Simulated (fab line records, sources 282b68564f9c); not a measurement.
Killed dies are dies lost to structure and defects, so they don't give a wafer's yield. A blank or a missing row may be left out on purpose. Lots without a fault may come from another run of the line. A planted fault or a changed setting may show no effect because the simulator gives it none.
Split-lot experiment | flow rit_cmos | 3 lots, 11 wafers read, on a route of 202 steps

THE SPLIT
At RIT_M1_ANNEAL_15 (time 1800 s), the setting temp_c was moved away from the recipe's 450 C on 3 of the 11 wafers read, by +1.7%. The other wafers ran this setting at the recipe's value.

The file shows no step between the split and the reading.

THE READING
etest.npoly_line.rs_ohm_sq (the simulator's own value, which no gauge read), at RIT_M1_PROBE_99. The file gives no usual value for it. The 8 wafers here that ran the recipe average 17.63, standard deviation 0.7.

wafer  | tool, chamber at the split | temp_c as run, C | against the recipe | etest.npoly_line.rs_ohm_sq | against lot-mates on the recipe
L074.2 | furnace-02, 0              | 450              | recipe             | 17.05                      | -
L074.3 | furnace-02, 0              | 450              | recipe             | 16.87                      | -
L074.5 | furnace-02, 0              | 450              | recipe             | 17.1                       | -
L077.2 | -, -                       | 450              | recipe             | 17.27                      | -
L077.3 | -, -                       | 450              | recipe             | 18.52                      | -
L077.4 | -, -                       | 450              | recipe             | 18.48                      | -
L077.5 | -, -                       | 450              | recipe             | 18.59                      | -
L077.6 | -, -                       | 450              | recipe             | 17.18                      | -
L084.3 | -, -                       | 457.8            | +1.7%              | 344                        | no lot-mate on the recipe
L084.5 | -, -                       | 457.8            | +1.7%              | 341.5                      | no lot-mate on the recipe
L084.6 | -, -                       | 457.8            | +1.7%              | 339.9                      | no lot-mate on the recipe

THE FIT
A straight line over all 11 wafers: etest.npoly_line.rs_ohm_sq changes by +187 for each +1% of temp_c; r = +1.00; the points scatter about the line by 1.2.
Too few moved wafers have a lot-mate on the recipe to fit a line with each lot's own level taken away.

THE WHOLE CHAIN: every reading that the file lists as answering this split, in the file's order
step            | what it does | reading                                                                       | change (the file's fit)               | r (the file's)
RIT_M1_PROBE_99 |              | etest.npoly_line.line_ohm_um (the simulator's own value, which no gauge read) | +1.39e+03 for each +1% of the setting | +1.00
RIT_M1_PROBE_99 |              | etest.ppoly_line.line_ohm_um (the simulator's own value, which no gauge read) | +661 for each +1% of the setting      | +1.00
RIT_M1_PROBE_99 |              | etest.npoly_sal.rs_ohm_sq (the simulator's own value, which no gauge read)    | +196 for each +1% of the setting      | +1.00
RIT_M1_PROBE_99 |              | etest.npoly_line.rs_ohm_sq (the simulator's own value, which no gauge read)   | +187 for each +1% of the setting      | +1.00

THE FILE'S OWN FIT
etest.npoly_line.rs_ohm_sq changes by +187 for each +1% of temp_c, r = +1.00.
